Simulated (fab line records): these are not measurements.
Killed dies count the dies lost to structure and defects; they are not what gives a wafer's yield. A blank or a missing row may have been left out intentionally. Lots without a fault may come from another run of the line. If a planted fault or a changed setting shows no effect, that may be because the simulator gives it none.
One fault seen from 2 desks -- flow ritCmos -- numbers are kept per desk, each desk with only its own; the story behind them comes last

THE METROLOGY DESK
What the gauges read for every lot (on any tool): the sampled wafers with a number, averaged. Marked OUT: a lot whose mean sits more than 4 standard deviations from the usual mean, which makes it out of limits; the brackets give that distance.
Columns: A = FOX1_OXIDE_THK at RIT_FOX1_THK_MEAS_01, usual 349 nm; B = NWELL_OVL at RIT_NWELL_OVL_MEAS_06, usual 0.9 nm
lot,first seen here,A,B
L403,day 1 20:25,347,1.3
L404,day 2 04:05,352,0.8
L406,day 2 12:06,362,0.8
L407,day 2 15:20,362,-1.4
L408,day 2 21:28,349,0.0
L409,day 3 02:17,355,0.9
L411,day 3 10:29,346,1.4
L412,day 3 16:45,350,0.6
L413,day 3 23:52,348,1.5
L415,day 4 10:26,348,1.0
L417,day 4 20:20,354,3.3
L423,day 6 04:58,345,-0.7
L424,day 6 11:28,338,0.6
L425,day 6 14:40,347,2.1
This desk's finding: nothing out of limits on any of the 14 lots.

DESK OF THE TOOL OWNER: implanter-03
For each lot that ran on this tool, the mean over its sampled wafers that have a number, from the tool's own readings at RIT_NWELL_IMPLANT_08. Marked OUT: a lot whose mean sits more than 4 standard deviations from the usual mean, which makes it out of limits; the brackets give that distance.
Columns: A = tiltDeg at RIT_NWELL_IMPLANT_08, usual 6.999 degrees
lot,first seen here,A
L407,day 2 19:49,6.988
L409,day 3 09:01,7.012
L411,day 3 15:22,7.024
L413,day 4 07:43,7.844 (+44) OUT
L415,day 4 15:44,7.841 (+44) OUT
This desk's verdict: out of limits on L413, L415, starting with L413 at day 4 07:43 (tiltDeg at RIT_NWELL_IMPLANT_08). Within limits: L407, L409, L411.

PUT TOGETHER
The tool owner's desk had the chance to raise an alarm at day 4 07:43 on L413, L415.
At the metrology desk, nothing out of limits was observed.
The metrology desk holds a record of L413, L415, inside its limits.
Of the lots named, all ran RIT_NWELL_IMPLANT_08 on implanter-03.

WHAT HAD BEEN PUT IN BY THE SIMULATOR
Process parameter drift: implanter-03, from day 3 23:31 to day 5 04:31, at RIT_NWELL_IMPLANT_08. Setting tiltDeg, moved by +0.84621, from 7. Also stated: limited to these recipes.
Lots struck among those shown: L413, L415.
Each desk's first reading out of limits, in hours after the fault started: the tool owner's desk, 8.
